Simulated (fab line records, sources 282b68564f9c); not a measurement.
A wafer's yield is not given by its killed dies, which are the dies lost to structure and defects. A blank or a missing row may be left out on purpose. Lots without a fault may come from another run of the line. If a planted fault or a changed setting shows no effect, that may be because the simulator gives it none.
A lot that was struck, set against a sound lot || flow rit_cmos || 43 steps out of a route of 202
Sound: these wafers, L425.3, L425.4, L425.6. The struck wafers were L426.1, L426.2, L426.5. The cause comes at the end.
For every step that has rows: the tool of each side, followed by ch and its chambers, followed by its first start. Under that, the readings that differ: sound wafers || struck wafers || difference of the means || sigmas: that difference in standard deviations of wafers without a fault.
alike: readings whose means differ by less than 2 such deviations, and words and numbers that are the same on both sides. not compared: withheld readings, readings that some wafer has no value for, bounds like >300 that may hide the same value, and numbers for which the record gives no deviation and whose values overlap.
The two part at a step that has a row with sigmas, a row that says differs or no value, or rows on one side only. Numbers that have no deviation but don't overlap get no sigmas and don't part them. A reading that every wafer of one side lacks parts them only if that side has two wafers or more.

first, 1 step without rows for these wafers: RIT_ACTIVE_DEVELOP_10 (develop time 50 s).
RIT_ACTIVE_CD_MEAS_11: the cd target is 1400 nm.
  sound on cd_sem-02 at day 4 23:41; struck on cd_sem-02 at day 5 03:46
  alike: cd_nm
then, 1 step without rows for these wafers: RIT_ACTIVE_HARDBAKE_12 (time 60 s).
RIT_ACTIVE_ETCH_13: etches Si3N4 in SF6, stops on SiO2, time 210 s, target depth 210 nm.
  sound on rie_diel-02 ch 0,3, day 4 23:55; struck on rie_diel-02 ch 0,1,3, day 5 04:02
  alike: drypump_motor_current_A, oes_product_au, throttle_valve_pct
  not compared: rf_hours_counter_h
RIT_ACTIVE_STRIP_14: strips in O2, time 180 s.
  sound on plasma_asher-02 ch 0,1, day 5 00:06; struck on plasma_asher-03 ch 0,1, day 5 04:10
  alike: drypump_motor_current_A
  not compared: rf_hours_counter_h
RIT_ACTIVE_CD_MEAS_90: the cd target is 1400 nm.
  sound on cd_sem-02 at day 5 00:16; struck on cd_sem-02 at day 5 04:26
  alike: cd_nm
then, 4 steps without rows for these wafers: RIT_ACTIVE_CLEAN_15 (cleans in SC1, time 600 s); RIT_ACTIVE_CLEAN_16 (cleans in dHF, time 30 s); RIT_ACTIVE_CLEAN_17 (cleans in SC2, time 600 s); RIT_FOX1_OXIDATION_00 (target thk 350.7 nm, ox time 1130 s).
RIT_FOX1_THK_MEAS_01:
  sound on film_metro-02 at day 5 02:03; struck on film_metro-03 at day 5 08:43
  alike: FOX1_OXIDE_THK
then, 1 step without rows for these wafers: RIT_FOX1_WET_ETCH_02 (etches SiO2 in BOE, target depth 350 nm, time 390 s).
RIT_FOX2_OXIDATION_00: target thk 350.7 nm, ox time 1130 s.
  sound on furnace-04 ch 0, day 5 03:24; struck on furnace-03 ch 0, day 5 08:54
{"reading": "zone_power_source_pct (%)", "sound": "35.2 34.9 35.4", "struck": "41.8 41.1 41.0", "difference": "+6.1", "sigmas": "+2"}
RIT_FOX2_THK_MEAS_01:
  sound on film_metro-03 at day 5 04:44; struck on film_metro-01 at day 5 10:13
{"reading": "FOX2_OXIDE_THK (nm)", "sound": "362 357 357", "struck": "342 346 347", "difference": -14, "sigmas": -2}
then, 2 steps without rows for these wafers: RIT_FOX2_CLEAN_02 (cleans in dHF, time 180 s); RIT_FOX2_WET_ETCH_03 (etches Si3N4 in H3PO4, target depth 195 nm, time 2700 s).
RIT_FOX2_THK_MEAS_90:
  sound on film_metro-03 at day 5 05:37; struck on film_metro-01 at day 5 11:05
{"reading": "FIELD_OXIDE_LEFT_1_THK (nm)", "sound": "335 330 330", "struck": "314 319 319", "difference": -14, "sigmas": -2}
then, 6 steps without rows for these wafers: RIT_NWELL_HMDS_00 (prime time 60 s); RIT_NWELL_COAT_01 (resist thk 1300 nm); RIT_NWELL_SOFTBAKE_02 (time 60 s); RIT_NWELL_EXPOSE_03 (exposes mask M2, target cd 43900 nm); RIT_NWELL_PEB_04; RIT_NWELL_DEVELOP_05 (develop time 68 s).
RIT_NWELL_OVL_MEAS_06:
  sound on overlay-01 at day 5 06:35; struck on overlay-01 at day 5 12:09
{"reading": "NWELL_OVL (nm)", "sound": "3.3 2.5 1.1", "struck": "-0.1 -0.1 -1.3", "difference": -2.8, "sigmas": -2}
then, 2 steps without rows for these wafers: RIT_NWELL_HARDBAKE_07 (time 120 s); RIT_NWELL_IMPLANT_08.
RIT_NWELL_STRIP_09: strips in O2, time 180 s.
  sound on plasma_asher-03 ch 0,1, day 5 07:05; struck on plasma_asher-04 ch 0,1, day 5 12:35
  alike: drypump_motor_current_A
  not compared: rf_hours_counter_h
RIT_NWELL_TW_MEAS_10:
  sound on film_metro-04 at day 5 07:13; struck on film_metro-04 at day 5 12:46
  alike: NWELL_TW
then, 6 steps without rows for these wafers: RIT_PWELL_HMDS_00 (prime time 60 s); RIT_PWELL_COAT_01 (resist thk 1300 nm); RIT_PWELL_SOFTBAKE_02 (time 60 s); RIT_PWELL_EXPOSE_03 (exposes mask M3, target cd 43700 nm); RIT_PWELL_PEB_04; RIT_PWELL_DEVELOP_05 (develop time 68 s).
RIT_PWELL_OVL_MEAS_06:
  sound on overlay-02 at day 5 08:27; struck on overlay-01 at day 5 13:42
  alike: PWELL_OVL
then, 2 steps without rows for these wafers: RIT_PWELL_HARDBAKE_07 (time 120 s); RIT_PWELL_IMPLANT_08.
RIT_PWELL_STRIP_09: strips in O2, time 180 s.
  sound on plasma_asher-04 ch 0,1, day 5 08:56; struck on plasma_asher-04 ch 0,1, day 5 14:13
  alike: drypump_motor_current_A
  not compared: rf_hours_counter_h
RIT_PWELL_TW_MEAS_10:
  sound on film_metro-03 at day 5 09:04; struck on film_metro-03 at day 5 14:23
  alike: PWELL_TW
then, 1 step without rows for these wafers: RIT_WELLDRIVE_ANNEAL_00 (time 14700 s).
RIT_WELLDRIVE_RS_MEAS_01: the measuring method here is four-point-probe.
  sound on film_metro-01 at day 5 14:52; struck on film_metro-04 at day 5 20:01
{"reading": "NWELL_RS (ohm/sq)", "sound": "276.3 275.9 276.3", "struck": "274.5 274.0 273.8", "difference": -2.1, "sigmas": -3}
RIT_WELLDRIVE_RS_MEAS_02: the measuring method here is four-point-probe.
  sound on film_metro-01 at day 5 14:59; struck on film_metro-04 at day 5 20:08
  alike: PWELL_RS
RIT_M1_PROBE_99:
  sound on prober-01 at day 7 00:12; struck on prober-01 at day 7 04:12
{"reading": "model.etest.pmos_0p15.gate_log10_a_cm2", "sound": "-6.813 -6.708 -6.31", "struck": "-2.939 -3.135 -2.6", "difference": "+3.719", "sigmas": ""}
{"reading": "model.etest.nmos_0p15.gate_log10_a_cm2", "sound": "-5.961 -5.585 -5.244", "struck": "-2.188 -2.444 -2.121", "difference": "+3.346", "sigmas": ""}
{"reading": "model.etest.gate_to_diffusion_comb.leak_log10_a_um", "sound": "-12.57 -12.44 -12.2", "struck": "-9.185 -9.5 -9.235", "difference": "+3.097", "sigmas": ""}
{"reading": "model.etest.diode_nwell_sub.leak_log10_a_cm2", "sound": "-7.668 -7.566 -7.69", "struck": "-5.861 -5.896 -6.101", "difference": "+1.689", "sigmas": ""}
{"reading": "model.etest.nmos_0p15.gate_bv_v (V)", "sound": "4.941 4.853 4.83", "struck": "3.459 3.492 3.375", "difference": -1.433, "sigmas": ""}
{"reading": "model.etest.pmos_0p15.gate_bv_v (V)", "sound": "4.799 4.773 4.713", "struck": "3.354 3.396 3.291", "difference": -1.415, "sigmas": ""}
{"reading": "model.etest.pmos_0p15.bv_v (V)", "sound": "5.707 5.701 5.655", "struck": "4.514 4.553 4.454", "difference": -1.181, "sigmas": ""}
{"reading": "model.etest.pmos_0p3.bv_v (V)", "sound": "5.707 5.7 5.655", "struck": "4.514 4.553 4.454", "difference": -1.180, "sigmas": ""}
  alike: killed_at_contacts, killed_at_front_end, killed_dies, killed_open, killed_short

WHERE THEY PART
At RIT_FOX2_OXIDATION_00 first; at RIT_WELLDRIVE_RS_MEAS_01 last (within this record only). Later steps at which nothing parts them and some readings are alike: RIT_WELLDRIVE_RS_MEAS_02, RIT_M1_PROBE_99.

WHY: what had been put in by the simulator
Metallic contamination source: furnace-03, from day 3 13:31 on, at RIT_FOX2_OXIDATION_00. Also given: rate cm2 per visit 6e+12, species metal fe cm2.
